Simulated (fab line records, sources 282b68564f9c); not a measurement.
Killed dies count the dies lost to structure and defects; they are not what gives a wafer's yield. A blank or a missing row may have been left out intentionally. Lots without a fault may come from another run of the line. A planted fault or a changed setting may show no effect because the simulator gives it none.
What tool caused it?	flow ritCmos	Sampling: 13 lots, 39 wafers, 2 of 202 route steps

## WHAT THE GAUGES SHOWED, per wafer
Not one reading of a measure or inspect step in the record can be checked against a usual standard deviation.

## WHICH TOOL RAN EACH LOT (tool, then ch and the chambers of the sampled wafers, then the start)
lot	RIT_SILICIDE_WET_ETCH_00	RIT_M1_PROBE_99
L906	wetBench-03 ch 0, day 3 18:05	-
L907	wetBench-03 ch 3, day 3 20:43	-
L909	wetBench-01 ch 0, day 4 09:59	-
L910	wetBench-03 ch 0, day 4 12:58	prober-02, day 4 20:11
L911	wetBench-01 ch 2, day 4 23:49	-
L912	wetBench-02 ch 2, day 5 01:55	-
L919	wetBench-01 ch 1, day 7 01:48	-
L920	wetBench-01 ch 3, day 7 03:37	-
L923	wetBench-02 ch 1, day 7 21:04	prober-01, day 8 03:58
L924	wetBench-02 ch 3, day 7 23:06	-
L926	wetBench-01 ch 2, day 8 04:05	-
L925	wetBench-01 ch 3, day 8 05:37	-
L927	wetBench-03 ch 3, day 8 09:41	-
- RIT_SILICIDE_WET_ETCH_00: etches SiO2 in BOE, target depth 14 nm, time 15 s.
- RIT_M1_PROBE_99

## AS READ BY THE TOOLS THEMSELVES (means over the sampled wafers that have a number; for cases with no such wafer, the mark the record gives instead)
RIT_M1_PROBE_99.
lot	tool	killedAtContacts	killedAtFrontEnd	killedDies	killedOpen	killedShort
L910	prober-02	0.0	32.7	32.7	2.7	3.0
L923	prober-01	0.0	6.3	6.3	4.0	2.3

## THE ANSWER, worked out from the rows above alone
Rule: usual is defined by the lots themselves. The widest of any qualifying gaps counts: lots, ordered by their means at a reading, are off when they make up no more than a third of the lots, leave a main group of 4 or more, and stand apart from it by 3 or more times the standard deviation of that group's means. A main group is skipped when, at the precision printed for the reading in the tables above, its means are all equal. Also off: a lot with no number at a reading for which 4 or more lots have one. Where the step has rows for the other lots, those lots are counted as sound. Order of review: gauges by route order, followed by the tools' own readings, for which a lot's mean as printed above is used. At the first step where some lot is off, the reading lying furthest off is the one used; lots without a number count as furthest.
No lot is off at any reading shown: from this, nothing can be told.

## WHAT THE SIMULATOR PUT IN
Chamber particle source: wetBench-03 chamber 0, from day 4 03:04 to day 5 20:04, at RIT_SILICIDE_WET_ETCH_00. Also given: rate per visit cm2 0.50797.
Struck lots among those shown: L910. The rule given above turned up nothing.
